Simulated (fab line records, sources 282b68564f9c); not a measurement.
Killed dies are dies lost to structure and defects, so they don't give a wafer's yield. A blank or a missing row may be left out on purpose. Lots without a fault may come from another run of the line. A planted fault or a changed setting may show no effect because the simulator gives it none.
fab line records | flow rit_cmos
record lots=5 wafers=15 last_day=7
route steps=202 shown PSD@150 SDANNEAL@153 NSD@158 PLDD@159 NLDD@160 SILICIDE@161 M1@202
lots that met no fault: from a run of the same line without faults
start_h: hours from the record's first day to the start of the lot's first wafer shown | wait_h: hours since the lot's step before | " the same as in the row above | L1.1+2: a row that stands for several wafers | - no value, or no start given | * or withheld: withheld | < > ~ a bound
route shown NAME@n: a module of which the file shows steps, and the number in the route of the first | usual: mean/standard deviation of fault-free wafers | same: alike in all rows | chamber/n: place in a boat | sites: the reading at each site | _std_site: their standard deviation | _edge_site: outer sites' mean less inner sites' | radius_mm: how far each site lies from the wafer's centre | mask NAME#n: copy n | behind: the tool/chamber that last shaped the wafer | hold: why the lot was held/for how many hours/how that ended | device: the transistor (n, p or np) that didn't switch | end of line: the same wafers' tests at the end of the route | a step without rows: its recipe alone | killed: dies lost to structure and defects at the first sort, not the wafer's yield | map: a wafer's dies, x killed, . not, _ none there
set.NAME: the setting as run; set.NAME@STEP: as run at that earlier step | model.NAME: the simulator's own value behind a step, which no gauge read
lots at some steps of the route; a table a step, a row a wafer
services: from which hour (start_h, from the record's first day; less than 0 if before it) a tool's chamber was out of use, for how many hours, and why
## steps
# step RIT_PSD_IMPLANT_08
# recipe species=BF2 energy_kev=27 dose_cm2=5e+15 tilt_deg=7
# step RIT_PSD_STRIP_09
# recipe chemistry=O2 time_s=180 resist=NOVOLAK platen_temp_c=withheld power_w=500 pressure_mtorr=4000 o2_flow_sccm=4000
# usual drypump_motor_current_A=5.8/0.62
# columns lot.wafer tool chamber start_h wait_h drypump_motor_current_A rf_hours_counter_h
L171.1 plasma_asher-02 1 79.96 0.1 5.0 43
L171.2 " 0 " " 5.3 43
L171.5 " 0 " " 5.3 -
L172.4 plasma_asher-01 0 83.96 0.1 6.3 -
L172.5 " 1 " " 6.3 -
L172.6 " 0 " " 6.3 -
L173.2 plasma_asher-01 0 85.84 0.1 6.3 44
L173.3 " 0 " " 6.4 -
L173.5 " 1 " " 6.3 -
L183.1 plasma_asher-02 0 134.77 0.1 5.3 49
L183.2 " 1 " " 5.0 49
L183.3 " 0 " " 5.3 -
L188.1 plasma_asher-02 0 158.67 0.1 5.3 52
L188.3 " 0 " " 5.3 -
L188.4 " 1 " " 5.0 -
# step RIT_PSD_TW_MEAS_10
# usual PSD_TW=3443/42
# columns lot.wafer tool chamber start_h wait_h PSD_TW
L171.1 film_metro-03 - 80.13 0.1 3415
L171.2 " - " " 3396
L171.5 " - " " 3392
L172.4 film_metro-01 - 84.11 0.1 3425
L172.5 " - " " 3431
L172.6 " - " " 3426
L173.2 film_metro-03 - 86.02 0.1 3438
L173.3 " - " " 3407
L173.5 " - " " 3436
L183.1 film_metro-01 - 134.94 0.1 3470
L183.2 " - " " 3421
L183.3 " - " " 3440
L188.1 film_metro-03 - 158.85 0.1 3412
L188.3 " - " " 3418
L188.4 " - " " 3408
# step RIT_SDANNEAL_CLEAN_00
# recipe chemistry=SC1 mix=3:3:50 time_s=600 temp_c=75
# step RIT_SDANNEAL_CLEAN_01
# recipe chemistry=dHF dilution=50:1 time_s=30
# step RIT_SDANNEAL_CLEAN_02
# recipe chemistry=SC2 mix=3:3:50 time_s=600 temp_c=75 dry=n2_spin
# step RIT_SDANNEAL_RTA_03
# recipe temp_c=1050 time_s=5 idle_temp_c=600 ramp_up_c_per_s=342 ramp_down_c_per_s=171 cool_to_c=600 ambient=N2
# usual chamber_o2_ppm=1.995/0.022 ramp_down_c_per_s=171.00/0.03 wafer_temp_C_max=1053.5/1.1
# columns lot.wafer tool chamber start_h wait_h chamber_o2_ppm ramp_down_c_per_s wafer_temp_C_max
L171.1 rtp_anneal-01 0 80.56 0.0 2.009 170.97 1052.4
L171.2 " 0 " " 1.992 171.03 1051.8
L171.5 " 0 " " 2.037 170.95 1052.1
L172.4 rtp_anneal-02 0 84.55 0.0 1.999 170.98 1055.5
L172.5 " 0 " " 1.988 171.00 1052.3
L172.6 " 0 " " 2.024 171.00 1054.4
L173.2 rtp_anneal-01 0 86.48 0.0 2.021 171.01 1055.0
L173.3 " 0 " " 2.010 171.03 1053.4
L173.5 " 0 " " 1.980 171.02 1051.7
L183.1 rtp_anneal-01 0 135.37 0.0 1.959 171.03 1053.0
L183.2 " 0 " " 2.014 170.99 1053.1
L183.3 " 0 " " 1.993 171.03 1052.6
L188.1 rtp_anneal-02 0 159.27 0.0 1.999 171.03 1054.3
L188.3 " 0 " " 1.977 170.99 1051.5
L188.4 " 0 " " 1.946 171.04 1053.5
# step RIT_SDANNEAL_RS_MEAS_04
# recipe thk_meas_gauge=four-point-probe
# usual PSD_RS=115.9/0.32
# columns lot.wafer tool chamber start_h wait_h PSD_RS[ohm/sq]
L171.1 film_metro-01 - 80.62 0.0 116.4
L171.2 " - " " 116.0
L171.5 " - " " 116.5
L172.4 film_metro-03 - 84.64 0.1 116.0
L172.5 " - " " 115.7
L172.6 " - " " 115.9
L173.2 film_metro-02 - 86.55 0.1 115.5
L173.3 " - " " 115.9
L173.5 " - " " 115.9
L183.1 film_metro-01 - 135.43 0.0 116.5
L183.2 " - " " 116.2
L183.3 " - " " 115.8
L188.1 film_metro-03 - 159.33 0.0 116.1
L188.3 " - " " 116.1
L188.4 " - " " 116.3
# step RIT_SDANNEAL_RS_MEAS_05
# recipe thk_meas_gauge=four-point-probe
# usual NSD_RS=84.56/0.23
# columns lot.wafer tool chamber start_h wait_h NSD_RS[ohm/sq]
L171.1 film_metro-01 - 80.74 0.1 84.41
L171.2 " - " " 84.52
L171.5 " - " " 84.35
L172.4 film_metro-03 - 84.76 0.1 84.47
L172.5 " - " " 84.73
L172.6 " - " " 84.43
L173.2 film_metro-02 - 86.67 0.1 84.41
L173.3 " - " " 84.45
L173.5 " - " " 84.59
L183.1 film_metro-01 - 135.55 0.1 84.93
L183.2 " - " " 84.74
L183.3 " - " " 84.54
L188.1 film_metro-03 - 159.45 0.1 84.76
L188.3 " - " " 84.91
L188.4 " - " " 85.03
# step RIT_SDANNEAL_RS_MEAS_06
# recipe thk_meas_gauge=four-point-probe
# usual PLDD_RS=178.6/0.43
# columns lot.wafer tool chamber start_h wait_h PLDD_RS[ohm/sq]
L171.1 film_metro-01 - 80.86 0.1 178.5
L171.2 " - " " 178.6
L171.5 " - " " 178.9
L172.4 film_metro-03 - 84.88 0.1 178.8
L172.5 " - " " 178.9
L172.6 " - " " 178.8
L173.2 film_metro-02 - 86.79 0.1 177.9
L173.3 " - " " 177.8
L173.5 " - " " 177.7
L183.1 film_metro-01 - 135.67 0.1 179.1
L183.2 " - " " 178.8
L183.3 " - " " 179.0
L188.1 film_metro-03 - 159.57 0.1 179.1
L188.3 " - " " 179.0
L188.4 " - " " 178.8
# step RIT_SDANNEAL_RS_MEAS_07
# recipe thk_meas_gauge=four-point-probe
# usual NLDD_RS=151.6/0.53
# columns lot.wafer tool chamber start_h wait_h NLDD_RS[ohm/sq]
L171.1 film_metro-01 - 80.98 0.1 152.4
L171.2 " - " " 151.9
L171.5 " - " " 151.5
L172.4 film_metro-03 - 85.00 0.1 152.1
L172.5 " - " " 151.6
L172.6 " - " " 152.0
L173.2 film_metro-02 - 86.91 0.1 152.1
L173.3 " - " " 151.2
L173.5 " - " " 151.1
L183.1 film_metro-01 - 135.79 0.1 152.2
L183.2 " - " " 152.0
L183.3 " - " " 151.6
L188.1 film_metro-03 - 159.69 0.1 151.6
L188.3 " - " " 151.1
L188.4 " - " " 151.3
# step RIT_SILICIDE_WET_ETCH_00
# recipe chemistry=BOE target=SiO2 target_depth_nm=14 time_s=15 dry=n2_spin dilution=10:1 temp_c=21.5
# step RIT_SILICIDE_SPUTTER_01
# recipe material=Ti target_thk_nm=30 power_w=350 chamber_pressure_pa=0.667 gas=Ar time_s=240 substrate_temp_c=25
# usual throttle_valve_pct=30.2/0.96
# columns lot.wafer tool chamber start_h wait_h throttle_valve_pct model.Ti_of_SILICIDE_SPUTTER_01.thk_nm
L171.1 pvd_sputter-01 - 81.11 0.0 31.4 29.55
L171.2 " - " " 29.7 30.09
L171.5 " - " " 29.6 30.23
L172.4 pvd_sputter-02 - 85.07 0.0 30.6 30.24
L172.5 " - " " 30.4 30.24
L172.6 " - " " 28.8 29.8
L173.2 pvd_sputter-01 - 87.02 0.0 29.8 30.07
L173.3 " - " " 30.8 29.76
L173.5 " - " " 29.8 30.17
L183.1 pvd_sputter-01 - 135.92 0.0 30.9 31.16
L183.2 " - " " 29.8 29.86
L183.3 " - " " 31.5 29.23
L188.1 pvd_sputter-02 - 159.82 0.0 29.1 29.23
L188.3 " - " " 28.5 30.04
L188.4 " - " " 31.3 29.46
# step RIT_SILICIDE_RS_MEAS_02
# recipe thk_meas_gauge=four-point-probe reads=Ti_of_SILICIDE_SPUTTER_01
# usual SILICIDE_TI_RS=47.9/0.79
# columns lot.wafer tool chamber start_h wait_h SILICIDE_TI_RS[ohm/sq]
L171.1 film_metro-02 - 81.26 0.1 48.7
L171.2 " - " " 47.7
L171.5 " - " " 47.4
L172.4 film_metro-04 - 85.28 0.1 47.3
L172.5 " - " " 47.2
L172.6 " - " " 48.2
L173.2 film_metro-04 - 87.19 0.1 47.6
L173.3 " - " " 48.2
L173.5 " - " " 47.5
L183.1 film_metro-02 - 136.07 0.1 45.6
L183.2 " - " " 48.2
L183.3 " - " " 49.4
L188.1 film_metro-04 - 159.97 0.1 49.4
L188.3 " - " " 47.8
L188.4 " - " " 49.0
# step RIT_SILICIDE_THK_MEAS_03
# recipe thk_meas_gauge=xrf reads=Ti_of_SILICIDE_SPUTTER_01
# usual SILICIDE_TI_THK=29.8/0.42
# columns lot.wafer tool chamber start_h wait_h SILICIDE_TI_THK[nm]
L171.1 film_metro-02 - 81.38 0.1 29.6
L171.2 " - " " 30.3
L171.5 " - " " 30.3
L172.4 film_metro-04 - 85.37 0.1 30.0
L172.5 " - " " 30.1
L172.6 " - " " 29.6
L173.2 film_metro-04 - 87.30 0.1 30.0
L173.3 " - " " 29.6
L173.5 " - " " 30.0
L183.1 film_metro-02 - 136.19 0.1 31.4
L183.2 " - " " 30.0
L183.3 " - " " 29.3
L188.1 film_metro-04 - 160.09 0.1 29.0
L188.3 " - " " 29.8
L188.4 " - " " 29.2
# step RIT_SILICIDE_RTA_04
# recipe temp_c=650 time_s=10 idle_temp_c=25 ramp_up_s=5 ramp_down_s=5 cool_to_c=25 ambient=N2
# usual chamber_o2_ppm=2.000/0.02 wafer_temp_C_max=653.8/0.74
# columns lot.wafer tool chamber start_h wait_h chamber_o2_ppm wafer_temp_C_max
L171.1 rtp_anneal-02 0 81.44 0.1 1.990 652.9
L171.2 " 0 " " 2.005 653.6
L171.5 " 0 " " 2.007 653.0
L172.4 rtp_anneal-01 0 85.44 0.1 2.030 654.2
L172.5 " 0 " " 2.010 652.9
L172.6 " 0 " " 1.979 654.5
L173.2 rtp_anneal-02 0 87.36 0.1 1.996 654.2
L173.3 " 0 " " 2.002 656.3
L173.5 " 0 " " 1.990 653.7
L183.1 rtp_anneal-02 0 136.25 0.1 1.972 653.7
L183.2 " 0 " " 1.974 653.8
L183.3 " 0 " " 1.976 654.7
L188.1 rtp_anneal-01 0 160.15 0.1 1.978 654.5
L188.3 " 0 " " 2.005 653.1
L188.4 " 0 " " 1.993 653.2
# step RIT_M1_PROBE_99
# usual killed_at_M0_to_M3=0.0/0.14 killed_at_front_end=7/3 killed_dies=8/3 killed_open=3.7/2 killed_short=3.8/2.1
# same gross_dies=264 killed_at_M4_up=0 killed_at_back_side=0 killed_at_contacts=0 killed_at_other=0
# columns lot.wafer tool chamber start_h wait_h killed_at_M0_to_M3 killed_at_front_end killed_dies killed_open killed_short model.etest.contact_pplus.end_ohm_um model.etest.contact_nplus.end_ohm_um model.etest.npoly_line.rs_ohm_sq model.etest.ppoly_line.rs_ohm_sq model.etest.npoly_sal.rs_ohm_sq model.etest.ppoly_sal.rs_ohm_sq model.etest.pplus_sal.rs_ohm_sq model.etest.nplus_sal.rs_ohm_sq
L171.1 prober-02 - 88.19 0.1 0 9 9 5 4 44.11 40.6 17.15 16.63 4.415 4.368 4.361 4.316
L171.2 prober-02 - 88.24 0.1 0 8 8 2 6 44.83 42.35 17.09 16.48 4.33 4.262 4.305 4.305
L171.5 prober-02 - 88.39 0.2 0 15 15 8 7 45.12 40.93 17.12 16.29 4.327 4.268 4.281 4.283
L172.4 prober-01 - 92.00 0.2 1 6 7 3 4 46.02 42.63 17.07 16.43 4.311 4.293 4.305 4.237
L172.5 prober-01 - 92.05 0.2 0 8 8 4 4 44.58 43.46 17 16.73 4.324 4.304 4.295 4.255
L172.6 prober-01 - 92.10 0.2 0 6 6 5 1 43.93 41.1 17.12 16.56 4.38 4.363 4.35 4.336
L173.2 prober-02 - 93.97 0.1 0 7 7 4 3 43.13 42.91 16.81 16.45 4.361 4.283 4.309 4.301
L173.3 prober-02 - 94.02 0.2 0 5 5 4 1 41.8 40.11 16.97 16.44 4.378 4.325 4.351 4.328
L173.5 prober-02 - 94.12 0.2 0 5 5 3 2 42.54 41.68 16.98 16.41 4.345 4.263 4.295 4.257
L183.1 prober-02 - 142.96 0.1 0 11 11 5 6 45.02 42.82 16.45 16.1 4.223 4.189 4.197 4.169
L183.2 prober-02 - 143.01 0.1 0 10 10 6 4 44.34 41.26 17.03 16.46 4.36 4.364 4.335 4.335
L183.3 prober-02 - 143.06 0.2 0 9 9 3 6 42.26 38.77 17.4 16.76 4.454 4.405 4.402 4.412
L188.1 prober-01 - 166.93 0.1 0 6 6 4 2 42.7 39.67 17.4 16.81 4.455 4.407 4.388 4.413
L188.3 prober-01 - 167.03 0.2 0 10 10 5 5 43.52 39.9 17.02 16.29 4.311 4.305 4.284 4.265
L188.4 prober-01 - 167.08 0.2 0 7 7 4 3 42.95 39.37 17.18 16.79 4.392 4.368 4.351 4.346
# killed by level:class
L171.1 GATE:geometric_particle:open=3 SPACER:geometric_particle:short=2 FOX1:geometric_particle:open=1 GATE:geometric_particle:short=1 SILICIDE:geometric_particle:short=1 SILICIDE:geometric_particle:open=1
L171.2 FOX1:geometric_particle:short=4 FOX2:geometric_particle:short=1 GATE:geometric_particle:short=1 GATE:geometric_particle:open=1 SILICIDE:geometric_particle:open=1
L171.5 GATE:geometric_particle:short=4 FOX1:geometric_particle:short=3 GATE:geometric_particle:open=3 SILICIDE:geometric_particle:open=2 FOX1:geometric_particle:open=1 FOX2:geometric_particle:open=1 REOX:geometric_particle:open=1
L172.4 FOX2:geometric_particle:short=2 FOX2:geometric_particle:open=1 GATE:geometric_particle:open=1 REOX:geometric_particle:short=1 SILICIDE:geometric_particle:open=1 M1:geometric_particle:short=1
L172.5 FOX1:geometric_particle:short=2 FOX2:geometric_particle:open=2 GATE:geometric_particle:short=1 REOX:geometric_particle:short=1 REOX:geometric_particle:open=1 SILICIDE:geometric_particle:open=1
L172.6 REOX:geometric_particle:open=3 FOX2:geometric_particle:open=1 SPACER:geometric_particle:open=1 SILICIDE:geometric_particle:short=1
L173.2 FOX1:geometric_particle:short=1 FOX1:geometric_particle:open=1 GATE:geometric_particle:open=1 GATE:geometric_particle:short=1 REOX:geometric_particle:open=1 SPACER:geometric_particle:open=1 SILICIDE:geometric_particle:short=1
L173.3 SPACER:geometric_particle:open=2 REOX:geometric_particle:open=1 SPACER:geometric_particle:short=1 SILICIDE:geometric_particle:open=1
L173.5 FOX1:geometric_particle:open=2 FOX1:geometric_particle:short=1 GATE:geometric_particle:short=1 REOX:geometric_particle:open=1
L183.1 FOX2:geometric_particle:short=3 GATE:geometric_particle:short=3 SPACER:geometric_particle:open=2 SILICIDE:geometric_particle:open=2 FOX1:geometric_particle:open=1
L183.2 GATE:geometric_particle:open=4 FOX1:geometric_particle:short=1 FOX1:geometric_particle:open=1 GATE:geometric_particle:short=1 SPACER:geometric_particle:open=1 SPACER:geometric_particle:short=1 SILICIDE:geometric_particle:short=1
L183.3 GATE:geometric_particle:short=2 GATE:geometric_particle:open=2 SPACER:geometric_particle:short=2 FOX1:geometric_particle:short=1 REOX:geometric_particle:short=1 SPACER:geometric_particle:open=1
L188.1 FOX1:geometric_particle:short=1 FOX1:geometric_particle:open=1 FOX2:geometric_particle:open=1 GATE:geometric_particle:short=1 GATE:geometric_particle:open=1 SILICIDE:geometric_particle:open=1
L188.3 FOX1:geometric_particle:open=3 GATE:geometric_particle:short=3 SPACER:geometric_particle:open=2 FOX1:geometric_particle:short=1 SPACER:geometric_particle:short=1
L188.4 FOX2:geometric_particle:open=3 REOX:geometric_particle:short=2 ACTIVE:geometric_particle:open=1 FOX2:geometric_particle:short=1
## services
# columns tool chamber start_h hours kind
pvd_sputter-02 - 60.30 2.8 repair
pvd_sputter-02 - 73.40 5.4 repair
plasma_asher-01 - 108.75 9.0 pm
plasma_asher-01 0 108.75 9.0 vent_cycle
plasma_asher-01 1 108.75 9.0 vent_cycle
plasma_asher-01 0 117.75 - clean
plasma_asher-01 1 117.75 - clean
plasma_asher-02 - 147.75 0.7 repair
## key
first_sign step=RIT_SILICIDE_THK_MEAS_03 reading=SILICIDE_TI_THK direction=up sigmas=3.8 usual=29.8 struck=31.4
effect none on later readings
model_effect step=RIT_SILICIDE_SPUTTER_01 value=Ti_of_SILICIDE_SPUTTER_01.thk_nm without=29.44 struck=31.16
model_effect step=RIT_M1_PROBE_99 value=etest.contact_pplus.end_ohm_um without=42.73 struck=45.02
met_at RIT_SILICIDE_SPUTTER_01
struck_wafers L183.1
tester_left_out L183
onset_between 87.02 135.92
fault kind=process_parameter_drift tool=pvd_sputter-01 chamber=- onset_h=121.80 steps=RIT_SILICIDE_SPUTTER_01 channel=target_thk_nm offset=1.7168 shape=step end_h=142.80 stated=30 scope=struck_wafers_only
# tester_left_out: of these lots the tester's yield and bins aren't shown, on N5 and GAA mostly nor the transistor test; their killed dies are dies lost to structure and defects alone, not to doping, threshold or leakage, so they don't give the yield
